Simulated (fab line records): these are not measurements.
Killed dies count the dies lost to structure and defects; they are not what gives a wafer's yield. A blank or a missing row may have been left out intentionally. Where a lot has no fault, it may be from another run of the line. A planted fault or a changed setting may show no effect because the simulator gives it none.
fab line records :: flow berkeleyCmos170
record
  lots=15
  wafers=45
  lastDay=12
route steps=331 shown V1@254 M2@284 V2@305
lots untouched by any fault: they come from a run of this same line in which no faults occurred
startH: start of the lot's first displayed wafer, in hours after the record's first day :: waitH: time in hours since the lot's previous step :: " as in the row above :: L1.1+2: a single row standing in for several wafers :: - value missing, or start not given :: * or withheld: withheld :: < > ~ a bound
route shown NAME@n: NAME is a module with steps in the file, n the number in the route of the first one :: usual: mean/standard deviation taken from wafers without a fault :: same: alike in all rows :: chamber/n: place in a boat :: sites: readings site by site :: _std_site: the standard deviation of these :: _edge_site: mean of outer sites minus mean of inner sites :: radiusMm: how far each site lies from the wafer's centre :: mask NAME#n: copy n :: behind: the most recent tool/chamber to have shaped the wafer :: hold: why the lot was held/for how many hours/how that ended :: device: the n, p or np transistor that did not switch :: end of line: at the end of the route, the tests of the same wafers :: a step without rows: its recipe alone :: killed: the dies lost at the first sort to structure and to defects; this is not the yield of the wafer :: map: dies across one wafer; x = killed, . = not, _ = none there
set.NAME: the setting the step ran with; set.NAME@STEP: the setting that earlier step ran with :: model.NAME: the simulator's own value behind a step, which no gauge read
steps of the route over a sample of lots; a table a step, a row a wafer
services: the hour from which a tool's chamber was out of use, counted from the record's first day as startH (under 0 if before that day), plus the number of hours and why
## steps
# step UCB170_V1_CVD_00
# recipe
  material=SiO2
  targetThkNm=2000
  tempC=390
  precursor=TEOS/O2
  timeS=250
  rfW=550
  pressureMtorr=9000
# usual
  heaterPowerW=246/50
lot.wafer: L747.1
tool: pecvd-04
chamber: 0
startH: 158.53
waitH: 0.0
heaterPowerW: 196

lot.wafer: L747.3
tool: pecvd-04
chamber: 2
startH: 158.53
waitH: 0.0
heaterPowerW: 322

lot.wafer: L747.6
tool: pecvd-04
chamber: 0
startH: 158.53
waitH: 0.0
heaterPowerW: 246

lot.wafer: L750.4
tool: pecvd-02
chamber: 1
startH: 170.57
waitH: 0.1
heaterPowerW: 222

lot.wafer: L750.5
tool: pecvd-02
chamber: 0
startH: 170.57
waitH: 0.1
heaterPowerW: 323

lot.wafer: L750.6
tool: pecvd-02
chamber: 2
startH: 170.57
waitH: 0.1
heaterPowerW: 189

lot.wafer: L748.3
tool: pecvd-04
chamber: 2
startH: 173.88
waitH: 0.0
heaterPowerW: 254

lot.wafer: L748.5
tool: pecvd-04
chamber: 0
startH: 173.88
waitH: 0.0
heaterPowerW: 245

lot.wafer: L748.6
tool: pecvd-04
chamber: 2
startH: 173.88
waitH: 0.0
heaterPowerW: 320

lot.wafer: L751.3
tool: pecvd-03
chamber: 1
startH: 179.55
waitH: 0.0
heaterPowerW: 167

lot.wafer: L751.5
tool: pecvd-03
chamber: 0
startH: 179.55
waitH: 0.0
heaterPowerW: 199

lot.wafer: L751.6
tool: pecvd-03
chamber: 1
startH: 179.55
waitH: 0.0
heaterPowerW: 234

lot.wafer: L752.1
tool: pecvd-04
chamber: 1
startH: 179.55
waitH: 0.0
heaterPowerW: 327

lot.wafer: L752.2
tool: pecvd-04
chamber: 2
startH: 179.55
waitH: 0.0
heaterPowerW: 322

lot.wafer: L752.5
tool: pecvd-04
chamber: 0
startH: 179.55
waitH: 0.0
heaterPowerW: 171

lot.wafer: L753.1
tool: pecvd-02
chamber: 1
startH: 188.40
waitH: 0.0
heaterPowerW: 250

lot.wafer: L753.2
tool: pecvd-02
chamber: 2
startH: 188.40
waitH: 0.0
heaterPowerW: 258

lot.wafer: L753.3
tool: pecvd-02
chamber: 0
startH: 188.40
waitH: 0.0
heaterPowerW: 330

lot.wafer: L754.1
tool: pecvd-04
chamber: 0
startH: 188.40
waitH: 0.0
heaterPowerW: 217

lot.wafer: L754.3
tool: pecvd-04
chamber: 1
startH: 188.40
waitH: 0.0
heaterPowerW: 323

lot.wafer: L754.6
tool: pecvd-04
chamber: 1
startH: 188.40
waitH: 0.0
heaterPowerW: 247

lot.wafer: L756.4
tool: pecvd-03
chamber: 2
startH: 188.48
waitH: 0.1
heaterPowerW: 164

lot.wafer: L756.5
tool: pecvd-03
chamber: 1
startH: 188.48
waitH: 0.1
heaterPowerW: 248

lot.wafer: L756.6
tool: pecvd-03
chamber: 0
startH: 188.48
waitH: 0.1
heaterPowerW: 192

lot.wafer: L755.1
tool: pecvd-02
chamber: 0
startH: 188.55
waitH: 0.2
heaterPowerW: 301

lot.wafer: L755.3
tool: pecvd-02
chamber: 1
startH: 188.55
waitH: 0.2
heaterPowerW: 279

lot.wafer: L755.6
tool: pecvd-02
chamber: 0
startH: 188.55
waitH: 0.2
heaterPowerW: 240

lot.wafer: L757.2
tool: pecvd-02
chamber: 2
startH: 206.43
waitH: 0.0
heaterPowerW: 248

lot.wafer: L757.4
tool: pecvd-02
chamber: 1
startH: 206.43
waitH: 0.0
heaterPowerW: 222

lot.wafer: L757.5
tool: pecvd-02
chamber: 0
startH: 206.43
waitH: 0.0
heaterPowerW: 236

lot.wafer: L764.3
tool: pecvd-02
chamber: 0
startH: 243.60
waitH: 0.0
heaterPowerW: 255

lot.wafer: L764.5
tool: pecvd-02
chamber: 1
startH: 243.60
waitH: 0.0
heaterPowerW: 223

lot.wafer: L764.6
tool: pecvd-02
chamber: 2
startH: 243.60
waitH: 0.0
heaterPowerW: 187

lot.wafer: L765.2
tool: pecvd-03
chamber: 0
startH: 243.60
waitH: 0.0
heaterPowerW: 230

lot.wafer: L765.3
tool: pecvd-03
chamber: 1
startH: 243.60
waitH: 0.0
heaterPowerW: 174

lot.wafer: L765.5
tool: pecvd-03
chamber: 2
startH: 243.60
waitH: 0.0
heaterPowerW: 243

lot.wafer: L766.1
tool: pecvd-04
chamber: 2
startH: 243.60
waitH: 0.0
heaterPowerW: 269

lot.wafer: L766.3
tool: pecvd-04
chamber: 0
startH: 243.60
waitH: 0.0
heaterPowerW: 244

lot.wafer: L766.6
tool: pecvd-04
chamber: 1
startH: 243.60
waitH: 0.0
heaterPowerW: 340

lot.wafer: L767.4
tool: pecvd-04
chamber: 1
startH: 260.14
waitH: 0.1
heaterPowerW: 249

lot.wafer: L767.5
tool: pecvd-04
chamber: 2
startH: 260.14
waitH: 0.1
heaterPowerW: 231

lot.wafer: L767.6
tool: pecvd-04
chamber: 0
startH: 260.14
waitH: 0.1
heaterPowerW: 172

lot.wafer: L769.1
tool: pecvd-03
chamber: 2
startH: 268.13
waitH: 0.0
heaterPowerW: 184

lot.wafer: L769.5
tool: pecvd-03
chamber: 2
startH: 268.13
waitH: 0.0
heaterPowerW: 239

lot.wafer: L769.6
tool: pecvd-03
chamber: 1
startH: 268.13
waitH: 0.0
heaterPowerW: 169
# step UCB170_V1_OVL_MEAS_13
# usual
  V1_OVL=0/5.4
lot.wafer: L747.1
tool: overlay-01
chamber: -
startH: 160.40
waitH: 0.1
V1_OVL[nm]: 7

lot.wafer: L747.3
tool: overlay-01
chamber: -
startH: 160.40
waitH: 0.1
V1_OVL[nm]: 2

lot.wafer: L747.6
tool: overlay-01
chamber: -
startH: 160.40
waitH: 0.1
V1_OVL[nm]: 7

lot.wafer: L750.4
tool: overlay-02
chamber: -
startH: 173.00
waitH: 0.1
V1_OVL[nm]: -3

lot.wafer: L750.5
tool: overlay-02
chamber: -
startH: 173.00
waitH: 0.1
V1_OVL[nm]: -6

lot.wafer: L750.6
tool: overlay-02
chamber: -
startH: 173.00
waitH: 0.1
V1_OVL[nm]: -7

lot.wafer: L748.3
tool: overlay-02
chamber: -
startH: 176.04
waitH: 0.1
V1_OVL[nm]: 0

lot.wafer: L748.5
tool: overlay-02
chamber: -
startH: 176.04
waitH: 0.1
V1_OVL[nm]: 2

lot.wafer: L748.6
tool: overlay-02
chamber: -
startH: 176.04
waitH: 0.1
V1_OVL[nm]: 3

lot.wafer: L751.3
tool: overlay-01
chamber: -
startH: 182.34
waitH: 0.1
V1_OVL[nm]: -1

lot.wafer: L751.5
tool: overlay-01
chamber: -
startH: 182.34
waitH: 0.1
V1_OVL[nm]: -4

lot.wafer: L751.6
tool: overlay-01
chamber: -
startH: 182.34
waitH: 0.1
V1_OVL[nm]: -3

lot.wafer: L752.1
tool: overlay-02
chamber: -
startH: 182.37
waitH: 0.1
V1_OVL[nm]: -6

lot.wafer: L752.2
tool: overlay-02
chamber: -
startH: 182.37
waitH: 0.1
V1_OVL[nm]: -2

lot.wafer: L752.5
tool: overlay-02
chamber: -
startH: 182.37
waitH: 0.1
V1_OVL[nm]: 0

lot.wafer: L753.1
tool: overlay-02
chamber: -
startH: 190.65
waitH: 0.1
V1_OVL[nm]: 7

lot.wafer: L753.2
tool: overlay-02
chamber: -
startH: 190.65
waitH: 0.1
V1_OVL[nm]: 2

lot.wafer: L753.3
tool: overlay-02
chamber: -
startH: 190.65
waitH: 0.1
V1_OVL[nm]: 6

lot.wafer: L754.1
tool: overlay-01
chamber: -
startH: 190.93
waitH: 0.1
V1_OVL[nm]: 0

lot.wafer: L754.3
tool: overlay-01
chamber: -
startH: 190.93
waitH: 0.1
V1_OVL[nm]: -2

lot.wafer: L754.6
tool: overlay-01
chamber: -
startH: 190.93
waitH: 0.1
V1_OVL[nm]: -2

lot.wafer: L756.4
tool: overlay-02
chamber: -
startH: 191.22
waitH: 0.1
V1_OVL[nm]: 11

lot.wafer: L756.5
tool: overlay-02
chamber: -
startH: 191.22
waitH: 0.1
V1_OVL[nm]: 9

lot.wafer: L756.6
tool: overlay-02
chamber: -
startH: 191.22
waitH: 0.1
V1_OVL[nm]: 6

lot.wafer: L755.1
tool: overlay-01
chamber: -
startH: 191.38
waitH: 0.1
V1_OVL[nm]: -4

lot.wafer: L755.3
tool: overlay-01
chamber: -
startH: 191.38
waitH: 0.1
V1_OVL[nm]: 3

lot.wafer: L755.6
tool: overlay-01
chamber: -
startH: 191.38
waitH: 0.1
V1_OVL[nm]: 3

lot.wafer: L757.2
tool: overlay-01
chamber: -
startH: 208.74
waitH: 0.1
V1_OVL[nm]: 7

lot.wafer: L757.4
tool: overlay-01
chamber: -
startH: 208.74
waitH: 0.1
V1_OVL[nm]: 10

lot.wafer: L757.5
tool: overlay-01
chamber: -
startH: 208.74
waitH: 0.1
V1_OVL[nm]: 6

lot.wafer: L765.2
tool: overlay-01
chamber: -
startH: 246.06
waitH: 0.1
V1_OVL[nm]: -3

lot.wafer: L765.3
tool: overlay-01
chamber: -
startH: 246.06
waitH: 0.1
V1_OVL[nm]: 2

lot.wafer: L765.5
tool: overlay-01
chamber: -
startH: 246.06
waitH: 0.1
V1_OVL[nm]: 1

lot.wafer: L766.1
tool: overlay-02
chamber: -
startH: 246.23
waitH: 0.1
V1_OVL[nm]: -11

lot.wafer: L766.3
tool: overlay-02
chamber: -
startH: 246.23
waitH: 0.1
V1_OVL[nm]: -9

lot.wafer: L766.6
tool: overlay-02
chamber: -
startH: 246.23
waitH: 0.1
V1_OVL[nm]: -11

lot.wafer: L764.3
tool: overlay-02
chamber: -
startH: 246.51
waitH: 0.1
V1_OVL[nm]: -2

lot.wafer: L764.5
tool: overlay-02
chamber: -
startH: 246.51
waitH: 0.1
V1_OVL[nm]: -6

lot.wafer: L764.6
tool: overlay-02
chamber: -
startH: 246.51
waitH: 0.1
V1_OVL[nm]: 1

lot.wafer: L767.4
tool: overlay-02
chamber: -
startH: 262.08
waitH: 0.1
V1_OVL[nm]: 3

lot.wafer: L767.5
tool: overlay-02
chamber: -
startH: 262.08
waitH: 0.1
V1_OVL[nm]: 13

lot.wafer: L767.6
tool: overlay-02
chamber: -
startH: 262.08
waitH: 0.1
V1_OVL[nm]: 7

lot.wafer: L769.1
tool: overlay-01
chamber: -
startH: 270.30
waitH: 0.1
V1_OVL[nm]: -5

lot.wafer: L769.5
tool: overlay-01
chamber: -
startH: 270.30
waitH: 0.1
V1_OVL[nm]: -5

lot.wafer: L769.6
tool: overlay-01
chamber: -
startH: 270.30
waitH: 0.1
V1_OVL[nm]: 1
# step UCB170_M2_PEB_13
# recipe
  pebTempC=130
  pebTimeS=withheld
  resist=KrF
# usual
  chillPlateTempC=23.01/0.11
  exhaustPa=45.1/1
  plateTempC=130.01/0.14
lot.wafer: L747.1
tool: lithoTrack-04
chamber: 0
startH: 163.17
waitH: 0.1
chillPlateTempC: 23.02
exhaustPa: 45.5
plateTempC: 129.92

lot.wafer: L747.3
tool: lithoTrack-04
chamber: 0
startH: 163.17
waitH: 0.1
chillPlateTempC: 22.89
exhaustPa: 44.4
plateTempC: 129.85

lot.wafer: L747.6
tool: lithoTrack-04
chamber: 0
startH: 163.17
waitH: 0.1
chillPlateTempC: 22.96
exhaustPa: 44.6
plateTempC: 130.01

lot.wafer: L750.4
tool: lithoTrack-04
chamber: 0
startH: 175.32
waitH: 0.1
chillPlateTempC: 23.16
exhaustPa: 45.8
plateTempC: 129.90

lot.wafer: L750.5
tool: lithoTrack-04
chamber: 0
startH: 175.32
waitH: 0.1
chillPlateTempC: 23.20
exhaustPa: 44.8
plateTempC: 130.08

lot.wafer: L750.6
tool: lithoTrack-04
chamber: 0
startH: 175.32
waitH: 0.1
chillPlateTempC: 23.08
exhaustPa: 44.8
plateTempC: 129.94

lot.wafer: L748.3
tool: lithoTrack-02
chamber: 0
startH: 179.17
waitH: 0.4
chillPlateTempC: 23.16
exhaustPa: 45.0
plateTempC: 129.97

lot.wafer: L748.5
tool: lithoTrack-02
chamber: 0
startH: 179.17
waitH: 0.4
chillPlateTempC: 23.06
exhaustPa: 44.8
plateTempC: 129.84

lot.wafer: L748.6
tool: lithoTrack-02
chamber: 0
startH: 179.17
waitH: 0.4
chillPlateTempC: 22.92
exhaustPa: 45.9
plateTempC: 129.97

lot.wafer: L751.3
tool: lithoTrack-03
chamber: 0
startH: 184.81
waitH: 0.3
chillPlateTempC: 23.11
exhaustPa: 43.8
plateTempC: 130.17

lot.wafer: L751.5
tool: lithoTrack-03
chamber: 0
startH: 184.81
waitH: 0.3
chillPlateTempC: 23.19
exhaustPa: 44.2
plateTempC: 130.22

lot.wafer: L751.6
tool: lithoTrack-03
chamber: 0
startH: 184.81
waitH: 0.3
chillPlateTempC: 23.25
exhaustPa: 45.2
plateTempC: 130.20

lot.wafer: L752.1
tool: lithoTrack-04
chamber: 0
startH: 185.41
waitH: 0.1
chillPlateTempC: 23.07
exhaustPa: 44.5
plateTempC: 129.83

lot.wafer: L752.2
tool: lithoTrack-04
chamber: 0
startH: 185.41
waitH: 0.1
chillPlateTempC: 22.99
exhaustPa: 45.4
plateTempC: 130.15

lot.wafer: L752.5
tool: lithoTrack-04
chamber: 0
startH: 185.41
waitH: 0.1
chillPlateTempC: 22.78
exhaustPa: 45.4
plateTempC: 130.07

lot.wafer: L753.1
tool: lithoTrack-02
chamber: 0
startH: 192.87
waitH: 0.3
chillPlateTempC: 22.70
exhaustPa: 45.6
plateTempC: 130.17

lot.wafer: L753.2
tool: lithoTrack-02
chamber: 0
startH: 192.87
waitH: 0.3
chillPlateTempC: 22.76
exhaustPa: 46.8
plateTempC: 130.21

lot.wafer: L753.3
tool: lithoTrack-02
chamber: 0
startH: 192.87
waitH: 0.3
chillPlateTempC: 22.81
exhaustPa: 46.7
plateTempC: 130.25

lot.wafer: L754.1
tool: lithoTrack-02
chamber: 0
startH: 193.16
waitH: 0.1
chillPlateTempC: 22.98
exhaustPa: 45.3
plateTempC: 130.02

lot.wafer: L754.3
tool: lithoTrack-02
chamber: 0
startH: 193.16
waitH: 0.1
chillPlateTempC: 23.02
exhaustPa: 45.3
plateTempC: 130.05

lot.wafer: L754.6
tool: lithoTrack-02
chamber: 0
startH: 193.16
waitH: 0.1
chillPlateTempC: 22.91
exhaustPa: 47.4
plateTempC: 130.06

lot.wafer: L756.4
tool: lithoTrack-02
chamber: -
startH: 193.51
waitH: 0.1
chillPlateTempC: -
exhaustPa: -
plateTempC: -

lot.wafer: L756.5
tool: lithoTrack-02
chamber: -
startH: 193.51
waitH: 0.1
chillPlateTempC: -
exhaustPa: -
plateTempC: -

lot.wafer: L756.6
tool: lithoTrack-02
chamber: -
startH: 193.51
waitH: 0.1
chillPlateTempC: -
exhaustPa: -
plateTempC: -

lot.wafer: L755.1
tool: lithoTrack-04
chamber: -
startH: 193.99
waitH: 0.4
chillPlateTempC: -
exhaustPa: -
plateTempC: -

lot.wafer: L755.3
tool: lithoTrack-04
chamber: -
startH: 193.99
waitH: 0.4
chillPlateTempC: -
exhaustPa: -
plateTempC: -

lot.wafer: L755.6
tool: lithoTrack-04
chamber: -
startH: 193.99
waitH: 0.4
chillPlateTempC: -
exhaustPa: -
plateTempC: -

lot.wafer: L757.2
tool: lithoTrack-03
chamber: -
startH: 211.08
waitH: 0.2
chillPlateTempC: -
exhaustPa: -
plateTempC: -

lot.wafer: L757.4
tool: lithoTrack-03
chamber: -
startH: 211.08
waitH: 0.2
chillPlateTempC: -
exhaustPa: -
plateTempC: -

lot.wafer: L757.5
tool: lithoTrack-03
chamber: -
startH: 211.08
waitH: 0.2
chillPlateTempC: -
exhaustPa: -
plateTempC: -

lot.wafer: L765.2
tool: lithoTrack-02
chamber: 0
startH: 248.50
waitH: 0.2
chillPlateTempC: 23.11
exhaustPa: 45.4
plateTempC: 130.05

lot.wafer: L765.3
tool: lithoTrack-02
chamber: 0
startH: 248.50
waitH: 0.2
chillPlateTempC: 23.02
exhaustPa: 46.1
plateTempC: 130.04

lot.wafer: L765.5
tool: lithoTrack-02
chamber: 0
startH: 248.50
waitH: 0.2
chillPlateTempC: 23.00
exhaustPa: 46.2
plateTempC: 130.08

lot.wafer: L766.1
tool: lithoTrack-02
chamber: 0
startH: 249.02
waitH: 0.5
chillPlateTempC: 23.00
exhaustPa: 44.5
plateTempC: 130.17

lot.wafer: L766.3
tool: lithoTrack-02
chamber: 0
startH: 249.02
waitH: 0.5
chillPlateTempC: 22.97
exhaustPa: 43.6
plateTempC: 130.00

lot.wafer: L766.6
tool: lithoTrack-02
chamber: 0
startH: 249.02
waitH: 0.5
chillPlateTempC: 23.22
exhaustPa: 43.8
plateTempC: 130.09

lot.wafer: L764.3
tool: lithoTrack-03
chamber: 0
startH: 249.25
waitH: 0.3
chillPlateTempC: 23.03
exhaustPa: 44.5
plateTempC: 130.00

lot.wafer: L764.5
tool: lithoTrack-03
chamber: 0
startH: 249.25
waitH: 0.3
chillPlateTempC: 23.13
exhaustPa: 44.0
plateTempC: 129.95

lot.wafer: L764.6
tool: lithoTrack-03
chamber: 0
startH: 249.25
waitH: 0.3
chillPlateTempC: 23.01
exhaustPa: 45.4
plateTempC: 129.98

lot.wafer: L767.4
tool: lithoTrack-04
chamber: 0
startH: 264.19
waitH: 0.1
chillPlateTempC: 23.09
exhaustPa: 45.7
plateTempC: 130.03

lot.wafer: L767.5
tool: lithoTrack-04
chamber: 0
startH: 264.19
waitH: 0.1
chillPlateTempC: 23.11
exhaustPa: 44.3
plateTempC: 130.02

lot.wafer: L767.6
tool: lithoTrack-04
chamber: 0
startH: 264.19
waitH: 0.1
chillPlateTempC: 23.25
exhaustPa: 45.9
plateTempC: 130.13

lot.wafer: L769.1
tool: lithoTrack-03
chamber: 0
startH: 272.54
waitH: 0.1
chillPlateTempC: 23.01
exhaustPa: 45.1
plateTempC: 129.91

lot.wafer: L769.5
tool: lithoTrack-03
chamber: 0
startH: 272.54
waitH: 0.1
chillPlateTempC: 23.05
exhaustPa: 46.1
plateTempC: 129.70

lot.wafer: L769.6
tool: lithoTrack-03
chamber: 0
startH: 272.54
waitH: 0.1
chillPlateTempC: 22.86
exhaustPa: 46.9
plateTempC: 129.93
# step UCB170_V2_OVL_MEAS_13
# usual
  V2_OVL=1/6.1
lot.wafer: L747.1
tool: overlay-02
chamber: -
startH: 167.27
waitH: 0.1
V2_OVL[nm]: 7

lot.wafer: L747.3
tool: overlay-02
chamber: -
startH: 167.27
waitH: 0.1
V2_OVL[nm]: 7

lot.wafer: L747.6
tool: overlay-02
chamber: -
startH: 167.27
waitH: 0.1
V2_OVL[nm]: 9

lot.wafer: L750.4
tool: overlay-01
chamber: -
startH: 178.34
waitH: 0.1
V2_OVL[nm]: 9

lot.wafer: L750.5
tool: overlay-01
chamber: -
startH: 178.34
waitH: 0.1
V2_OVL[nm]: 4

lot.wafer: L750.6
tool: overlay-01
chamber: -
startH: 178.34
waitH: 0.1
V2_OVL[nm]: 2

lot.wafer: L748.3
tool: overlay-01
chamber: -
startH: 182.89
waitH: 0.1
V2_OVL[nm]: -10

lot.wafer: L748.5
tool: overlay-01
chamber: -
startH: 182.89
waitH: 0.1
V2_OVL[nm]: -2

lot.wafer: L748.6
tool: overlay-01
chamber: -
startH: 182.89
waitH: 0.1
V2_OVL[nm]: -7

lot.wafer: L751.3
tool: overlay-02
chamber: -
startH: 187.61
waitH: 0.1
V2_OVL[nm]: -8

lot.wafer: L751.5
tool: overlay-02
chamber: -
startH: 187.61
waitH: 0.1
V2_OVL[nm]: -1

lot.wafer: L751.6
tool: overlay-02
chamber: -
startH: 187.61
waitH: 0.1
V2_OVL[nm]: -5

lot.wafer: L752.1
tool: overlay-01
chamber: -
startH: 188.51
waitH: 0.1
V2_OVL[nm]: -4

lot.wafer: L752.2
tool: overlay-01
chamber: -
startH: 188.51
waitH: 0.1
V2_OVL[nm]: 1

lot.wafer: L752.5
tool: overlay-01
chamber: -
startH: 188.51
waitH: 0.1
V2_OVL[nm]: -5

lot.wafer: L753.1
tool: overlay-01
chamber: -
startH: 195.71
waitH: 0.1
V2_OVL[nm]: 8

lot.wafer: L753.2
tool: overlay-01
chamber: -
startH: 195.71
waitH: 0.1
V2_OVL[nm]: 0

lot.wafer: L753.3
tool: overlay-01
chamber: -
startH: 195.71
waitH: 0.1
V2_OVL[nm]: 6

lot.wafer: L754.1
tool: overlay-02
chamber: -
startH: 196.00
waitH: 0.1
V2_OVL[nm]: -3

lot.wafer: L754.3
tool: overlay-02
chamber: -
startH: 196.00
waitH: 0.1
V2_OVL[nm]: -3

lot.wafer: L754.6
tool: overlay-02
chamber: -
startH: 196.00
waitH: 0.1
V2_OVL[nm]: 0

lot.wafer: L765.2
tool: overlay-01
chamber: -
startH: 251.19
waitH: 0.1
V2_OVL[nm]: 4

lot.wafer: L765.3
tool: overlay-01
chamber: -
startH: 251.19
waitH: 0.1
V2_OVL[nm]: 7

lot.wafer: L765.5
tool: overlay-01
chamber: -
startH: 251.19
waitH: 0.1
V2_OVL[nm]: 6

lot.wafer: L766.1
tool: overlay-01
chamber: -
startH: 252.77
waitH: 0.1
V2_OVL[nm]: -4

lot.wafer: L766.3
tool: overlay-01
chamber: -
startH: 252.77
waitH: 0.1
V2_OVL[nm]: -5

lot.wafer: L766.6
tool: overlay-01
chamber: -
startH: 252.77
waitH: 0.1
V2_OVL[nm]: -4

lot.wafer: L764.3
tool: overlay-02
chamber: -
startH: 253.04
waitH: 0.1
V2_OVL[nm]: -11

lot.wafer: L764.5
tool: overlay-02
chamber: -
startH: 253.04
waitH: 0.1
V2_OVL[nm]: -10

lot.wafer: L764.6
tool: overlay-02
chamber: -
startH: 253.04
waitH: 0.1
V2_OVL[nm]: -5

lot.wafer: L767.4
tool: overlay-02
chamber: -
startH: 267.47
waitH: 0.1
V2_OVL[nm]: -4

lot.wafer: L767.5
tool: overlay-02
chamber: -
startH: 267.47
waitH: 0.1
V2_OVL[nm]: 3

lot.wafer: L767.6
tool: overlay-02
chamber: -
startH: 267.47
waitH: 0.1
V2_OVL[nm]: 0

lot.wafer: L769.1
tool: overlay-01
chamber: -
startH: 275.39
waitH: 0.1
V2_OVL[nm]: 7

lot.wafer: L769.5
tool: overlay-01
chamber: -
startH: 275.39
waitH: 0.1
V2_OVL[nm]: 3

lot.wafer: L769.6
tool: overlay-01
chamber: -
startH: 275.39
waitH: 0.1
V2_OVL[nm]: 2
## services
tool: pecvd-03
chamber: -
startH: 135.50
hours: 14.0
kind: pm

tool: pecvd-03
chamber: 0
startH: 135.50
hours: 14.0
kind: ventCycle

tool: pecvd-03
chamber: 1
startH: 135.50
hours: 14.0
kind: ventCycle

tool: pecvd-03
chamber: 2
startH: 135.50
hours: 14.0
kind: ventCycle

tool: pecvd-02
chamber: 1
startH: 140.14
hours: 8.8
kind: repair

tool: pecvd-03
chamber: 0
startH: 149.50
hours: -
kind: clean

tool: pecvd-03
chamber: 1
startH: 149.50
hours: -
kind: clean

tool: pecvd-03
chamber: 2
startH: 149.50
hours: -
kind: clean

tool: pecvd-02
chamber: -
startH: 191.22
hours: 0.8
kind: repair
## key
firstSign
  step=UCB170_M2_PEB_13
  reading=toolRecord
  direction=missing
effect none on later readings
metAt UCB170_M2_PEB_13
struckLots L755,L756,L757
laterRowsLeftOut L755.1,L755.3,L755.6,L756.4,L756.5,L756.6,L757.2,L757.4,L757.5
sortLeftOut L755.1,L755.3,L755.6,L756.4,L756.5,L756.6,L757.2,L757.4,L757.5
notActingAt UCB170_V1_CVD_00,UCB170_V1_OVL_MEAS_13,UCB170_V2_OVL_MEAS_13
onsetBetween 193.16 193.51
fault
  kind=skippedStepWhole
  tool=lithoTrack-02,lithoTrack-03,lithoTrack-04
  chamber=-
  onsetH=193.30
  steps=UCB170_M2_PEB_13
  scope=struckLotsOnly
# sortLeftOut: the simulated sort isn't trusted on such a fault, so these wafers' sort isn't shown, and their yield isn't known
# laterRowsLeftOut: the simulator's readings of these wafers behind a module that went badly wrong aren't trusted and aren't shown, but for the sort
